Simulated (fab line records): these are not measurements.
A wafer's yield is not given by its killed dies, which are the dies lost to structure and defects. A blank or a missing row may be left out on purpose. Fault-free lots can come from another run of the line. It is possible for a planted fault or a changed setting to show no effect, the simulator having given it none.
The tool behind it: which one? ; flow berkeley cmos170 ; 14 lots, 42 wafers sampled, at 2 steps of a route of 331

WHAT THE GAUGES SHOWED, per wafer
UCB170_CONTACT_THK_MEAS_02. Usual: CONTACT_PSG_THK 694 nm, standard deviation 5.8.
lot;measured;on;CONTACT_PSG_THK (nm);flag
L552;day 7 08:28;film metro-04;687 690 690;
L555;day 7 14:20;film metro-04;700 698 694;
L554;day 7 16:07;film metro-03;701 697 699;
L557;day 8 05:04;film metro-01;699 697 695;
L558;day 8 16:31;film metro-03;691 689 689;
L561;day 9 09:18;film metro-01;684 687 685;
L562;day 9 09:17;film metro-04;694 698 700;
L564;day 9 19:46;film metro-03;691 694 697;
L569;day 11 03:31;film metro-01;896 893 892;OFF
L570;day 11 03:32;film metro-04;895 893 896;OFF
L571;day 11 04:43;film metro-04;702 701 699;
L574;day 11 13:40;film metro-03;696 690 701;
L572;day 11 16:20;film metro-01;705 704 704;
L573;day 11 16:20;film metro-04;699 693 692;

TOOL THAT RAN EACH LOT (tool first, then ch and the chambers of the sampled wafers, then the start)
lot;UCB170_CONTACT_CVD_01
L552;lpcvd-01 ch 1, day 7 06:41
L555;lpcvd-02 ch 1, day 7 12:33
L554;lpcvd-02 ch 1, day 7 14:20
L557;lpcvd-02 ch 1, day 8 03:17
L558;lpcvd-02 ch 1, day 8 14:44
L561;lpcvd-02 ch 1, day 9 07:30
L562;lpcvd-02 ch 0, day 9 07:30
L564;lpcvd-01 ch 1, day 9 17:58
L569;lpcvd-02 ch 0, day 11 01:44
L570;lpcvd-02 ch 0, day 11 01:44
L571;lpcvd-01 ch 0, day 11 02:56
L574;lpcvd-01 ch 0, day 11 10:59
L572;lpcvd-01 ch 1, day 11 13:39
L573;lpcvd-01 ch 1, day 11 13:39
- UCB170_CONTACT_CVD_01: deposits PSG from SiH4/O2/PH3, target thk 700 nm, time 2820 s.

AS READ BY THE TOOLS THEMSELVES (means over the sampled wafers that have a number; for cases with no such wafer, the mark the record gives instead)
UCB170_CONTACT_CVD_01. Usual: ph3 flow sccm 25.01 sccm, standard deviation 0.074; sih4 flow sccm 60.04 sccm, standard deviation 0.15; zone power centre pct 19.7 %, standard deviation 1.3.
lot;tool;ph3 flow sccm (sccm);sih4 flow sccm (sccm);zone power centre pct (%);flag
L552;lpcvd-01;25.04;60.10;19.8;
L555;lpcvd-02;25.07;60.03;21.6;
L554;lpcvd-02;25.05;60.04;21.7;
L557;lpcvd-02;24.98;59.96;21.6;
L558;lpcvd-02;25.01;59.91;21.7;
L561;lpcvd-02;25.00;59.97;21.6;
L562;lpcvd-02;25.05;60.01;19.5;
L564;lpcvd-01;25.07;59.95;19.8;
L569;lpcvd-02;25.05;60.07;19.5;
L570;lpcvd-02;24.97;59.91;19.4;
L571;lpcvd-01;24.93;60.25;18.2;
L574;lpcvd-01;25.03;60.01;18.1;
L572;lpcvd-01;24.99;59.97;19.8;
L573;lpcvd-01;24.93;60.02;19.9;

THE ANSWER, worked out from the rows above alone
Rule: lot off if the mean of its wafers having a number is beyond 3 standard deviations from the usual mean. A lot without any number at a reading at which 4 lots or more have one is off too. All remaining lots with rows at the step are treated as sound. First the gauges in route order, then the tools' own readings, where a lot's mean is used as printed above. At the first step where some lot is off, the reading lying furthest off is the one used; lots without a number count as furthest.
Off: L569, L570, seen at UCB170_CONTACT_THK_MEAS_02 (CONTACT_PSG_THK).
If a tool, at a process step before that reading, ran all the lots that are off and no sound lot after the first of them, it fits. Those tools and the gauges at UCB170_CONTACT_THK_MEAS_02 are tried in the same way. One candidate fits, namely lpcvd-02 at UCB170_CONTACT_CVD_01. Its last sound lot is L561 (day 9 07:30), its first lot that is off L569 (day 11 01:44): a fault that began between those two fits.

WHAT WAS PUT IN BY THE SIMULATOR
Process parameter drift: lpcvd-02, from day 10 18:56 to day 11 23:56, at UCB170_CONTACT_CVD_01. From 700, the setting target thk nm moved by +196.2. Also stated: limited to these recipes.
Struck lots among those shown: L569, L570. The rule above found the same.
